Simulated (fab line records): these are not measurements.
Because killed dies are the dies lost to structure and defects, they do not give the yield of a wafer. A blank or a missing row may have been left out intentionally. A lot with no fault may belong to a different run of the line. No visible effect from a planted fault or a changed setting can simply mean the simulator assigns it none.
Comparing a struck lot with a sound one ; flow rit cmos ; 44 steps out of a route of 202
Sound: wafers L407.1, L407.3, L407.5. The struck wafers were L412.1, L412.3, L412.4. The cause is given at the end.
Order at every step that has rows: each side's tool, ch and its chambers, its first start. Under that, the readings that differ: sound wafers ; struck wafers ; difference of the means ; sigmas: that difference in standard deviations of wafers without a fault.
alike: a reading whose means differ by less than 2 such deviations, as well as words and numbers matching on both sides. not compared: withheld readings; readings where some wafer has no value; bounds like >300 that might hide an equal value; numbers whose values overlap and for which the record gives no deviation.
Wherever a step has rows on one side only, a row that says differs or no value, or a row with sigmas, the two part there. Numbers that don't overlap but have no deviation are shown without sigmas and don't part them. A reading missing from all wafers of one side parts the sides only when that side holds two or more wafers.

first, 2 steps without rows for these wafers: RIT_NLDD_HARDBAKE_07 (time 60 s); RIT_NLDD_IMPLANT_08.
RIT_NLDD_STRIP_09: strips in O2, time 180 s.
  sound on plasma asher-01 ch 0,1, day 3 10:53; struck on plasma asher-02 ch 0,1, day 4 13:01
  alike: drypump motor current A
  not compared: rf hours counter h
RIT_NLDD_TW_MEAS_10:
  struck on film metro-04, day 4 13:11; sound on film metro-01, day 3 11:03
  alike: NLDD_TW
then, 6 steps without rows for these wafers: RIT_PLDD_HMDS_00 (prime time 60 s); RIT_PLDD_COAT_01 (resist thk 1000 nm); RIT_PLDD_SOFTBAKE_02 (time 60 s); RIT_PLDD_EXPOSE_03 (exposes mask M8, target cd 40900 nm); RIT_PLDD_PEB_04; RIT_PLDD_DEVELOP_05 (develop time 50 s).
RIT_PLDD_OVL_MEAS_06:
  struck on overlay-01, day 4 14:14; sound on overlay-01, day 3 12:05
  alike: PLDD_OVL
then, 1 step without rows for these wafers: RIT_PLDD_HARDBAKE_07 (time 60 s).
RIT_PLDD_IMPLANT_08:
  sound on implanter-02 ch 0, day 3 12:17; struck on implanter-02 ch 0, day 4 14:25
reading;sound;struck;difference;sigmas
tilt deg (degrees);7.041 7.033 7.007;7.789 7.786 7.806;+0.767;+40
  alike: end station pressure torr
RIT_PLDD_STRIP_09: strips in O2, time 180 s.
  sound on plasma asher-04 ch 1, day 3 12:26; struck on plasma asher-04 ch 0,1, day 4 14:34
  alike: drypump motor current A
  not compared: rf hours counter h
RIT_PLDD_TW_MEAS_10:
  struck on film metro-04, day 4 14:44; sound on film metro-03, day 3 12:36
  alike: PLDD_TW
then, 4 steps without rows for these wafers: RIT_SPACER_CLEAN_00 (cleans in SC1, time 600 s); RIT_SPACER_CLEAN_01 (cleans in dHF, time 30 s); RIT_SPACER_CLEAN_02 (cleans in SC2, time 600 s); RIT_SPACER_CVD_03 (deposits Si3N4 from SiH2Cl2/NH3, target thk 250 nm, time 3300 s).
RIT_SPACER_THK_MEAS_04:
  struck on film metro-02, day 4 17:05; sound on film metro-03, day 3 15:54
  alike: SPACER_NITRIDE_THK
RIT_SPACER_ETCHBACK_05: etches Si3N4 in SF6/CHF3, stops on SiO2, target depth 250 nm, time 240 s.
  sound on rie diel-01 ch 0,1, day 3 15:58; struck on rie diel-04 ch 0,1,2, day 4 17:08
  alike: drypump motor current A, oes product au, throttle valve pct
  not compared: rf hours counter h
then, 6 steps without rows for these wafers: RIT_NSD_HMDS_00 (prime time 60 s); RIT_NSD_COAT_01 (resist thk 1000 nm); RIT_NSD_SOFTBAKE_02 (time 60 s); RIT_NSD_EXPOSE_03 (exposes mask M9, target cd 40700 nm); RIT_NSD_PEB_04; RIT_NSD_DEVELOP_05 (develop time 50 s).
RIT_NSD_OVL_MEAS_06:
  struck on overlay-01, day 4 18:16; sound on overlay-01, day 3 16:58
  alike: NSD_OVL
then, 2 steps without rows for these wafers: RIT_NSD_HARDBAKE_07 (time 60 s); RIT_NSD_IMPLANT_08.
RIT_NSD_STRIP_09: strips in O2, time 180 s.
  sound on plasma asher-04 ch 0, day 3 17:18; struck on plasma asher-04 ch 0,1, day 4 18:37
  alike: drypump motor current A
  not compared: rf hours counter h
RIT_NSD_TW_MEAS_10:
  struck on film metro-03, day 4 18:47; sound on film metro-04, day 3 17:28
  alike: NSD_TW
then, 6 steps without rows for these wafers: RIT_PSD_HMDS_00 (prime time 60 s); RIT_PSD_COAT_01 (resist thk 1000 nm); RIT_PSD_SOFTBAKE_02 (time 60 s); RIT_PSD_EXPOSE_03 (exposes mask M10, target cd 40900 nm); RIT_PSD_PEB_04; RIT_PSD_DEVELOP_05 (develop time 50 s).
RIT_PSD_OVL_MEAS_06:
  struck on overlay-02, day 4 19:41; sound on overlay-01, day 3 18:31
  alike: PSD_OVL
then, 2 steps without rows for these wafers: RIT_PSD_HARDBAKE_07 (time 60 s); RIT_PSD_IMPLANT_08.
RIT_PSD_STRIP_09: strips in O2, time 180 s.
  sound on plasma asher-01 ch 0,1, day 3 18:51; struck on plasma asher-04 ch 0,1, day 4 20:02
  alike: drypump motor current A
  not compared: rf hours counter h
RIT_SDANNEAL_RS_MEAS_06: the measuring method here is four-point-probe.
  struck on film metro-01, day 4 20:56; sound on film metro-01, day 3 19:45
reading;sound;struck;difference;sigmas
PLDD_RS (ohm/sq);179.1 178.6 178.4;- - -;no value on the struck wafers;
RIT_M1_PROBE_99:
  struck on prober-02, day 5 04:13; sound on prober-01, day 4 03:01
reading;sound;struck;difference;sigmas
killed at contacts;1 0 1;0 0 0;-1;-2
model.etest.pmos turned.r on ohm um;3341 3241 3273;3764 3749 3698;+452;
model.etest.pmos turned.drive ua um;199.6 208.1 202.2;159.9 162.4 161.9;-41.9;
  alike: killed at front end, killed dies, killed open, killed short

WHERE THEY PART
First at RIT_PLDD_IMPLANT_08; last, within this record, at RIT_M1_PROBE_99.

WHY: what had been put in by the simulator
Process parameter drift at RIT_PLDD_IMPLANT_08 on implanter-02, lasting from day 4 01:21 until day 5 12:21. From 7, the setting tilt deg moved by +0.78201. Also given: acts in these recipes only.
